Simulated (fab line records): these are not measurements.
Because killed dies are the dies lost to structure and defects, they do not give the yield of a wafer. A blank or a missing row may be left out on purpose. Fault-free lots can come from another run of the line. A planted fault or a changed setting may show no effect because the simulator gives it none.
Comparing a struck lot with a sound one || flow ritCmos || 26 steps out of a route of 202
Sound: wafers L801.1, L801.3, L801.4. The struck wafers were L813.2, L813.4, L813.6. The cause comes at the end.
At each step with rows: each side's tool, then ch and its chambers, then its first start. Under that, the readings that differ: sound wafers || struck wafers || difference of the means || sigmas: that difference in standard deviations of wafers without a fault.
alike: words and numbers the same on both sides, and readings whose means are apart by under 2 such deviations; not compared: readings that were withheld, readings missing a value for some wafer, numbers with overlapping values and no deviation given by the record, and bounds like >300 which may hide the same value.
Wherever a step has rows on one side only, a row that says differs or no value, or a row with sigmas, the two part there. Non-overlapping numbers with no deviation appear without sigmas and do not part them. Lack of a reading on every wafer of one side parts them only where that side has two or more wafers.

first, 2 steps without rows for these wafers: RIT_REOX_CLEAN_02 (cleans in SC2, time 600 s); RIT_REOX_OXIDATION_03 (target thk 25.2 nm, ox time 5580 s).
RIT_REOX_THK_MEAS_04:
  sound: filmMetro-04 at day 2 19:34; struck: filmMetro-03 at day 5 04:41
  alike: REOX_OXIDE_THK
then, 6 steps without rows for these wafers: RIT_NLDD_HMDS_00 (prime time 60 s); RIT_NLDD_COAT_01 (resist thk 1000 nm); RIT_NLDD_SOFTBAKE_02 (time 60 s); RIT_NLDD_EXPOSE_03 (exposes mask M7, target cd 40700 nm); RIT_NLDD_PEB_04; RIT_NLDD_DEVELOP_05 (develop time 50 s).
RIT_NLDD_OVL_MEAS_06:
  sound: overlay-02 at day 2 20:36; struck: overlay-02 at day 5 05:49
  alike: NLDD_OVL
then, 2 steps without rows for these wafers: RIT_NLDD_HARDBAKE_07 (time 60 s); RIT_NLDD_IMPLANT_08.
RIT_NLDD_STRIP_09: strips in O2, time 180 s.
  sound on plasmaAsher-03 ch 0,1, day 2 20:59; struck on plasmaAsher-02 ch 0,1, day 5 06:09
{"reading": "runLengthS (s)", "sound": "209.0 208.6 209.6", "struck": "72.0 72.3 72.8", "difference": -136.7, "sigmas": "-99 or more"}
{"reading": "model.NOVOLAK_of_NLDD_COAT_01.thkNm (nm)", "sound": "0 0 0", "struck": "153.3 152.5 155.1", "difference": "+153.6", "sigmas": ""}
  alike: drypumpMotorCurrentA
  not compared: rfHoursCounterH
RIT_NLDD_TW_MEAS_10:
  sound: filmMetro-01 at day 2 21:10; struck: filmMetro-01 at day 5 06:20
  alike: NLDD_TW
then, 6 steps without rows for these wafers: RIT_PLDD_HMDS_00 (prime time 60 s); RIT_PLDD_COAT_01 (resist thk 1000 nm); RIT_PLDD_SOFTBAKE_02 (time 60 s); RIT_PLDD_EXPOSE_03 (exposes mask M8, target cd 40900 nm); RIT_PLDD_PEB_04; RIT_PLDD_DEVELOP_05 (develop time 50 s).
RIT_PLDD_OVL_MEAS_06:
  sound: overlay-01 at day 2 22:11; struck: overlay-02 at day 5 07:32
{"reading": "PLDD_OVL (nm)", "sound": "2.5 2.7 2.8", "struck": "-0.9 0.0 0.2", "difference": -2.9, "sigmas": -2}
then, 2 steps without rows for these wafers: RIT_PLDD_HARDBAKE_07 (time 60 s); RIT_PLDD_IMPLANT_08.
RIT_PLDD_STRIP_09: strips in O2, time 180 s.
  sound on plasmaAsher-02 ch 0,1, day 2 22:32; struck on plasmaAsher-01 ch 0,1, day 5 07:52
  alike: drypumpMotorCurrentA, runLengthS
  not compared: rfHoursCounterH
RIT_PLDD_TW_MEAS_10:
  sound: filmMetro-02 at day 2 22:42; struck: filmMetro-03 at day 5 08:03
{"reading": "PLDD_TW", "sound": "2369 2366 2352", "struck": "30 30 30", "difference": -2332, "sigmas": "-99 or more"}
then, 1 step without rows for these wafers: RIT_SPACER_CLEAN_00 (cleans in SC1, time 600 s).

WHERE THEY PART
First at RIT_NLDD_STRIP_09; last, within this record, at RIT_PLDD_TW_MEAS_10.

WHY: what the simulator had put in
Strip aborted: plasmaAsher-02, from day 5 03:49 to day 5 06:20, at RIT_NLDD_STRIP_09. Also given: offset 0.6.
